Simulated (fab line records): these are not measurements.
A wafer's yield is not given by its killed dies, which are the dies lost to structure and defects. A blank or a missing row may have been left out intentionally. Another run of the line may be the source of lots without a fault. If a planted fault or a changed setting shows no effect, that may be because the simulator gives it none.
fab line records -- flow berkeley-cmos170
record: lots: 14, wafers: 42, last-day: 13
route steps=331 shown SACOX@99 GATE@141 NLDD@166 PLDD@208
lots that met no fault: from a run of the same line without faults
start-h: start of the lot's first displayed wafer, in hours after the record's first day -- wait-h: time in hours since the lot's previous step -- " same as the row above -- L1.1+2: a row that stands for several wafers -- - either no value or no given start -- * or withheld: withheld -- < > ~ a bound
route shown NAME@n: NAME is a module with steps in the file, n the number in the route of the first one -- usual: mean and standard deviation over wafers with no fault -- same: alike in all rows -- chamber/n: place in a boat -- sites: per-site readings -- _std_site: their standard deviation -- _edge_site: the outer-site mean with the inner-site mean subtracted -- radius-mm: how far each site lies from the wafer's centre -- mask NAME#n: copy n -- behind: the tool/chamber that last shaped the wafer -- hold: why the lot went on hold/how many hours it stayed there/how the hold came to an end -- device: whichever transistor did not switch (one of n, p or np) -- end of line: the tests these same wafers got at the end of their route -- where a step has no rows: the recipe by itself -- killed: dies that structure and defects cost at the first sort, which is not the same as the wafer's yield -- map: per-die view of a wafer (x killed, . not killed, _ where there is no die)
set.NAME: the setting the step ran with; set.NAME@STEP: the setting that earlier step ran with -- model.NAME: the simulator's own value behind a step, which no gauge read
route steps across a sampled set of lots; one table per step, one row per wafer
services: from which hour (start-h, from the record's first day; less than 0 if before it) a tool's chamber was out of use, for how many hours, and why
== steps ==
step: UCB170_SACOX_THK_MEAS_02
recipe: reads: SiO2_of_SACOX_OXIDATION_01
usual: SACOX_OXIDE_THK: 14.44/0.22
lot.wafer,tool,chamber,start-h,wait-h,SACOX_OXIDE_THK[nm]
L312.1,film-metro-02,-,130.94,0.0,14.15
L312.5,film-metro-02,-,130.94,0.0,13.94
L312.6,film-metro-02,-,130.94,0.0,13.96
L313.3,film-metro-03,-,130.96,0.0,14.15
L313.4,film-metro-03,-,130.96,0.0,14.36
L313.6,film-metro-03,-,130.96,0.0,14.05
L315.1,film-metro-02,-,141.51,0.0,14.54
L315.5,film-metro-02,-,141.51,0.0,14.78
L315.6,film-metro-02,-,141.51,0.0,14.65
L314.2,film-metro-03,-,141.52,0.0,14.78
L314.3,film-metro-03,-,141.52,0.0,14.49
L314.5,film-metro-03,-,141.52,0.0,14.59
L319.4,film-metro-04,-,162.96,0.0,14.75
L319.5,film-metro-04,-,162.96,0.0,14.54
L319.6,film-metro-04,-,162.96,0.0,14.45
L323.2,film-metro-02,-,174.37,0.0,14.31
L323.3,film-metro-02,-,174.37,0.0,14.35
L323.6,film-metro-02,-,174.37,0.0,14.19
L324.1,film-metro-02,-,194.40,0.0,14.90
L324.2,film-metro-02,-,194.40,0.0,14.93
L324.3,film-metro-02,-,194.40,0.0,14.92
L325.2,film-metro-04,-,194.41,0.0,14.44
L325.4,film-metro-04,-,194.41,0.0,14.30
L325.5,film-metro-04,-,194.41,0.0,14.37
L327.1,film-metro-02,-,196.89,0.0,14.24
L327.2,film-metro-02,-,196.89,0.0,14.08
L327.6,film-metro-02,-,196.89,0.0,14.12
L328.2,film-metro-03,-,196.96,0.1,14.42
L328.3,film-metro-03,-,196.96,0.1,14.41
L328.4,film-metro-03,-,196.96,0.1,14.25
L331.3,film-metro-03,-,210.61,0.0,14.08
L331.5,film-metro-03,-,210.61,0.0,14.19
L331.6,film-metro-03,-,210.61,0.0,14.10
L333.1,film-metro-03,-,225.34,0.0,14.72
L333.2,film-metro-03,-,225.34,0.0,14.64
L333.3,film-metro-03,-,225.34,0.0,14.67
L335.2,film-metro-02,-,225.35,0.0,14.50
L335.5,film-metro-02,-,225.35,0.0,14.35
L335.6,film-metro-02,-,225.35,0.0,14.40
L334.1,film-metro-03,-,225.40,0.1,14.90
L334.3,film-metro-03,-,225.40,0.1,14.78
L334.5,film-metro-03,-,225.40,0.1,14.69
step: UCB170_GATE_ETCH_15
recipe: chemistry: HBr/Cl2, target: poly-Si, stop-on: SiO2, over-etch-frac: 0.3, icp-w: 300, bias-w: 150, time-s: 56.3, pressure-mtorr: 15, HBr_flow_sccm: 150, Cl2_flow_sccm: 50, target-depth-a: 2782
usual: chamber-pressure-mTorr: 15.002/0.013, drypump-motor-current-A: 5.89/0.23, oes-product-au: 0.828/0.0094, throttle-valve-pct: 26.44/0.23
lot.wafer,tool,chamber,start-h,wait-h,chamber-pressure-mTorr,drypump-motor-current-A,oes-product-au,rf-hours-counter-h,throttle-valve-pct
L313.3,rie-si-02,3,162.51,-,14.986,6.25,0.805,114,26.76
L313.4,rie-si-02,1,162.51,-,14.993,6.18,0.824,4,26.59
L313.6,rie-si-02,3,162.51,-,15.007,6.25,0.812,-,26.75
L312.1,rie-si-02,1,162.87,-,14.986,6.17,0.822,4,26.58
L312.5,rie-si-02,2,162.87,-,15.027,5.70,0.838,-,26.22
L312.6,rie-si-02,3,162.87,-,15.021,6.25,0.811,-,26.76
L314.2,rie-si-01,0,169.97,-,15.000,5.95,0.810,62,26.28
L314.3,rie-si-01,2,169.97,-,15.007,5.62,0.818,26,26.30
L314.5,rie-si-01,0,169.97,-,14.997,5.97,0.822,-,26.26
L315.1,rie-si-01,2,170.25,-,14.975,5.65,0.814,26,26.28
L315.5,rie-si-01,3,170.25,-,15.000,5.95,0.834,-,26.52
L315.6,rie-si-01,0,170.25,-,14.987,5.98,0.811,-,26.28
L319.4,rie-si-01,2,196.03,-,14.995,5.65,0.821,26,26.29
L319.5,rie-si-01,2,196.03,-,15.003,5.69,0.828,-,26.28
L319.6,rie-si-01,3,196.03,-,15.002,5.96,0.824,-,26.51
L323.2,rie-si-02,2,203.88,-,15.005,5.73,0.842,78,26.20
L323.3,rie-si-02,1,203.88,-,15.023,6.16,0.831,4,26.59
L323.6,rie-si-02,1,203.88,-,14.996,6.20,0.825,-,26.61
L325.2,rie-si-02,2,218.68,-,15.007,5.71,0.834,78,26.23
L325.4,rie-si-02,2,218.68,-,14.993,5.70,0.843,-,26.22
L325.5,rie-si-02,0,218.68,-,15.003,5.95,0.838,-,26.18
L324.1,rie-si-02,0,219.41,-,14.995,5.95,0.838,70,26.18
L324.2,rie-si-02,2,219.41,-,14.985,5.68,0.825,78,26.21
L324.3,rie-si-02,1,219.41,-,14.982,6.19,0.811,4,26.60
L327.1,rie-si-01,2,225.42,-,14.997,5.65,0.804,27,26.27
L327.2,rie-si-01,3,225.42,-,14.993,5.94,0.826,23,26.53
L327.6,rie-si-01,3,225.42,-,15.011,5.95,0.820,-,26.53
L328.2,rie-si-02,0,225.66,-,14.998,5.94,0.824,70,26.20
L328.3,rie-si-02,1,225.66,-,14.995,6.20,0.809,4,26.59
L328.4,rie-si-02,2,225.66,-,14.979,5.72,0.832,78,26.24
L331.3,rie-si-01,2,236.52,-,15.007,5.65,0.829,27,26.27
L331.5,rie-si-01,2,236.52,-,15.015,5.68,0.831,-,26.28
L331.6,rie-si-01,3,236.52,-,15.035,5.95,0.843,-,26.53
L334.1,rie-si-01,0,255.99,-,14.968,6.00,0.820,62,26.27
L334.3,rie-si-01,3,255.99,-,15.011,5.95,0.832,24,26.51
L334.5,rie-si-01,1,255.99,-,15.002,5.53,0.823,-,26.80
L335.2,rie-si-01,3,256.28,-,14.982,5.93,0.828,24,26.52
L335.5,rie-si-01,2,256.28,-,14.991,5.66,0.831,-,26.29
L335.6,rie-si-01,1,256.28,-,15.023,5.54,0.824,-,26.80
L333.1,rie-si-02,1,256.40,-,15.009,6.22,0.824,4,26.60
L333.2,rie-si-02,0,256.40,-,14.993,5.95,0.822,70,26.18
L333.3,rie-si-02,2,256.40,-,14.996,5.72,0.831,79,26.22
step: UCB170_NLDD_IMPLANT_08
recipe: species: As, dose-cm2: 5e+13, energy-kev: 30, tilt-deg: 7, rotation-deg: 0
lot.wafer,tool,chamber,start-h,wait-h
L313.3+4+6,implanter-01,0,167.68,0.1
L312.1+5+6,implanter-03,0,168.23,0.0
L314.2+3+5,implanter-04,0,175.45,0.0
L315.1+5+6,implanter-01,0,175.70,0.0
L319.4+5+6,implanter-01,0,201.07,0.1
L319.4+5+6,implanter-01,0,201.38,0.3
L323.2+3+6,implanter-03,0,212.73,0.0
L323.2+3+6,implanter-03,0,213.05,0.3
L325.2+4+5,implanter-03,0,223.15,0.0
L324.1+2+3,implanter-03,0,224.26,0.0
L327.1+2+6,implanter-01,0,232.62,0.0
L328.2+3+4,implanter-03,0,232.93,0.0
L331.3+5+6,implanter-03,0,241.78,0.1
L334.1+3+5,implanter-04,0,261.13,0.0
L333.1+2+3,implanter-03,0,261.41,0.0
L335.2+5+6,implanter-04,0,261.98,0.0
step: UCB170_NLDD_TW_MEAS_11
usual: NLDD_TW: 2207/21
lot.wafer,tool,chamber,start-h,wait-h,NLDD_TW
L313.3,film-metro-03,-,168.05,0.1,2179
L313.4,film-metro-03,-,168.05,0.1,2170
L313.6,film-metro-03,-,168.05,0.1,2180
L312.1,film-metro-03,-,168.63,0.1,2187
L312.5,film-metro-03,-,168.63,0.1,2177
L312.6,film-metro-03,-,168.63,0.1,2170
L314.2,film-metro-03,-,175.84,0.1,2173
L314.3,film-metro-03,-,175.84,0.1,2166
L314.5,film-metro-03,-,175.84,0.1,2182
L315.1,film-metro-01,-,176.10,0.1,2212
L315.5,film-metro-01,-,176.10,0.1,2208
L315.6,film-metro-01,-,176.10,0.1,2208
L319.4,film-metro-02,-,201.80,0.1,2486
L319.5,film-metro-02,-,201.80,0.1,2486
L319.6,film-metro-02,-,201.80,0.1,2482
L323.2,film-metro-02,-,213.76,0.2,2489
L323.3,film-metro-02,-,213.76,0.2,2470
L323.6,film-metro-02,-,213.76,0.2,2477
L325.2,film-metro-01,-,223.54,0.1,2202
L325.4,film-metro-01,-,223.54,0.1,2199
L325.5,film-metro-01,-,223.54,0.1,2190
L324.1,film-metro-03,-,224.66,0.1,2192
L324.2,film-metro-03,-,224.66,0.1,2188
L324.3,film-metro-03,-,224.66,0.1,2189
L327.1,film-metro-01,-,233.02,0.1,2208
L327.2,film-metro-01,-,233.02,0.1,2206
L327.6,film-metro-01,-,233.02,0.1,2218
L328.2,film-metro-03,-,233.31,0.1,2183
L328.3,film-metro-03,-,233.31,0.1,2182
L328.4,film-metro-03,-,233.31,0.1,2198
L331.3,film-metro-01,-,242.15,0.1,2215
L331.5,film-metro-01,-,242.15,0.1,2198
L331.6,film-metro-01,-,242.15,0.1,2213
L334.1,film-metro-02,-,261.53,0.1,2235
L334.3,film-metro-02,-,261.53,0.1,2249
L334.5,film-metro-02,-,261.53,0.1,2257
L333.1,film-metro-01,-,261.81,0.1,2210
L333.2,film-metro-01,-,261.81,0.1,2217
L333.3,film-metro-01,-,261.81,0.1,2209
L335.2,film-metro-01,-,262.36,0.1,2206
L335.5,film-metro-01,-,262.36,0.1,2198
L335.6,film-metro-01,-,262.36,0.1,2219
step: UCB170_SDANNEAL_RS_MEAS_04
recipe: thk-meas-gauge: four-point-probe
usual: PLDD_RS: 1031/3.4
lot.wafer,tool,chamber,start-h,wait-h,PLDD_RS[ohm/sq]
L312.1,film-metro-03,-,183.62,0.1,1031
L312.5,film-metro-03,-,183.62,0.1,1034
L312.6,film-metro-03,-,183.62,0.1,1035
L313.3,film-metro-01,-,183.90,0.1,1030
L313.4,film-metro-01,-,183.90,0.1,1028
L313.6,film-metro-01,-,183.90,0.1,1028
L314.2,film-metro-03,-,187.13,0.1,1033
L314.3,film-metro-03,-,187.13,0.1,1033
L314.5,film-metro-03,-,187.13,0.1,1030
L315.1,film-metro-01,-,187.40,0.1,1030
L315.5,film-metro-01,-,187.40,0.1,1033
L315.6,film-metro-01,-,187.40,0.1,1033
L319.4,film-metro-02,-,213.69,0.1,1023
L319.5,film-metro-02,-,213.69,0.1,1026
L319.6,film-metro-02,-,213.69,0.1,1023
L323.2,film-metro-02,-,223.59,0.1,1026
L323.3,film-metro-02,-,223.59,0.1,1033
L323.6,film-metro-02,-,223.59,0.1,1031
L324.1,film-metro-03,-,235.00,0.1,1031
L324.2,film-metro-03,-,235.00,0.1,1027
L324.3,film-metro-03,-,235.00,0.1,1029
L325.2,film-metro-02,-,235.56,0.1,1033
L325.4,film-metro-02,-,235.56,0.1,1034
L325.5,film-metro-02,-,235.56,0.1,1031
L327.1,film-metro-03,-,245.43,0.1,1031
L327.2,film-metro-03,-,245.43,0.1,1033
L327.6,film-metro-03,-,245.43,0.1,1034
L328.2,film-metro-03,-,245.93,0.1,1035
L328.3,film-metro-03,-,245.93,0.1,1037
L328.4,film-metro-03,-,245.93,0.1,1037
L331.3,film-metro-01,-,254.02,0.1,1027
L331.5,film-metro-01,-,254.02,0.1,1028
L331.6,film-metro-01,-,254.02,0.1,1030
L334.1,film-metro-02,-,276.26,0.1,1026
L334.3,film-metro-02,-,276.26,0.1,1028
L334.5,film-metro-02,-,276.26,0.1,1028
L333.1,film-metro-03,-,276.74,0.1,1031
L333.2,film-metro-03,-,276.74,0.1,1030
L333.3,film-metro-03,-,276.74,0.1,1033
L335.2,film-metro-03,-,277.56,0.1,1033
L335.5,film-metro-03,-,277.56,0.1,1032
L335.6,film-metro-03,-,277.56,0.1,1030
step: UCB170_SDANNEAL_RS_MEAS_05
recipe: thk-meas-gauge: four-point-probe
usual: NLDD_RS: 616.2/1.3
lot.wafer,tool,chamber,start-h,wait-h,NLDD_RS[ohm/sq]
L312.1,film-metro-03,-,183.74,0.1,616.7
L312.5,film-metro-03,-,183.74,0.1,617.9
L312.6,film-metro-03,-,183.74,0.1,616.2
L313.3,film-metro-01,-,184.02,0.1,615.3
L313.4,film-metro-01,-,184.02,0.1,615.0
L313.6,film-metro-01,-,184.02,0.1,614.2
L314.2,film-metro-03,-,187.25,0.1,617.1
L314.3,film-metro-03,-,187.25,0.1,618.2
L314.5,film-metro-03,-,187.25,0.1,616.2
L315.1,film-metro-01,-,187.52,0.1,615.5
L315.5,film-metro-01,-,187.52,0.1,614.2
L315.6,film-metro-01,-,187.52,0.1,615.8
L319.4,film-metro-02,-,213.81,0.1,464.2
L319.5,film-metro-02,-,213.81,0.1,464.1
L319.6,film-metro-02,-,213.81,0.1,464.7
L323.2,film-metro-02,-,223.71,0.1,463.6
L323.3,film-metro-02,-,223.71,0.1,463.5
L323.6,film-metro-02,-,223.71,0.1,464.2
L324.1,film-metro-03,-,235.12,0.1,616.9
L324.2,film-metro-03,-,235.12,0.1,616.6
L324.3,film-metro-03,-,235.12,0.1,616.2
L325.2,film-metro-02,-,235.68,0.1,615.9
L325.4,film-metro-02,-,235.68,0.1,616.8
L325.5,film-metro-02,-,235.68,0.1,615.2
L327.1,film-metro-03,-,245.55,0.1,616.4
L327.2,film-metro-03,-,245.55,0.1,615.9
L327.6,film-metro-03,-,245.55,0.1,614.5
L328.2,film-metro-03,-,246.05,0.1,617.7
L328.3,film-metro-03,-,246.05,0.1,618.1
L328.4,film-metro-03,-,246.05,0.1,616.2
L331.3,film-metro-01,-,254.14,0.1,616.2
L331.5,film-metro-01,-,254.14,0.1,614.6
L331.6,film-metro-01,-,254.14,0.1,616.2
L334.1,film-metro-02,-,276.38,0.1,614.8
L334.3,film-metro-02,-,276.38,0.1,616.3
L334.5,film-metro-02,-,276.38,0.1,615.3
L333.1,film-metro-03,-,276.86,0.1,615.6
L333.2,film-metro-03,-,276.86,0.1,616.6
L333.3,film-metro-03,-,276.86,0.1,617.3
L335.2,film-metro-03,-,277.68,0.1,616.1
L335.5,film-metro-03,-,277.68,0.1,617.5
L335.6,film-metro-03,-,277.68,0.1,615.2
== services ==
tool,chamber,start-h,hours,kind
rie-si-02,3,142.61,5.4,repair
rie-si-01,1,154.32,-,clean
rie-si-01,1,154.32,16.7,scheduled-down
rie-si-01,1,154.32,16.7,vent-cycle
rie-si-02,-,163.91,14.6,pm
rie-si-01,2,178.77,7.0,repair
rie-si-02,3,191.73,13.0,repair
implanter-04,-,201.93,5.1,pm
rie-si-02,3,204.68,-,clean
rie-si-02,3,204.68,14.7,scheduled-down
rie-si-02,3,204.68,14.7,vent-cycle
implanter-01,-,219.92,5.9,repair
implanter-01,-,226.91,4.3,pm
== key ==
first-sign: step: UCB170_NLDD_IMPLANT_08, reading: visit, direction: added
effect: step: UCB170_NLDD_TW_MEAS_11, reading: NLDD_TW, direction: up, sigmas: 13, usual: 2207, struck: 2482
effect: step: UCB170_SDANNEAL_RS_MEAS_05, reading: NLDD_RS, direction: down, sigmas: 99+, usual: 616.2, struck: 464.1
met-at UCB170_NLDD_IMPLANT_08
struck-lots L319,L323
tester-left-out L319,L323
not-acting-at UCB170_SACOX_THK_MEAS_02,UCB170_GATE_ETCH_15,UCB170_SDANNEAL_RS_MEAS_04
fault: kind: repeated-step-whole, tool: implanter-01,implanter-03,implanter-04, chamber: -, onset-h: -, steps: UCB170_NLDD_IMPLANT_08, times: 1, scope: struck-lots-only
tester-left-out: of these lots the tester's yield and bins aren't shown, on N5 and GAA mostly nor the transistor test; their killed dies are dies lost to structure and defects alone, not to doping, threshold or leakage, so they don't give the yield
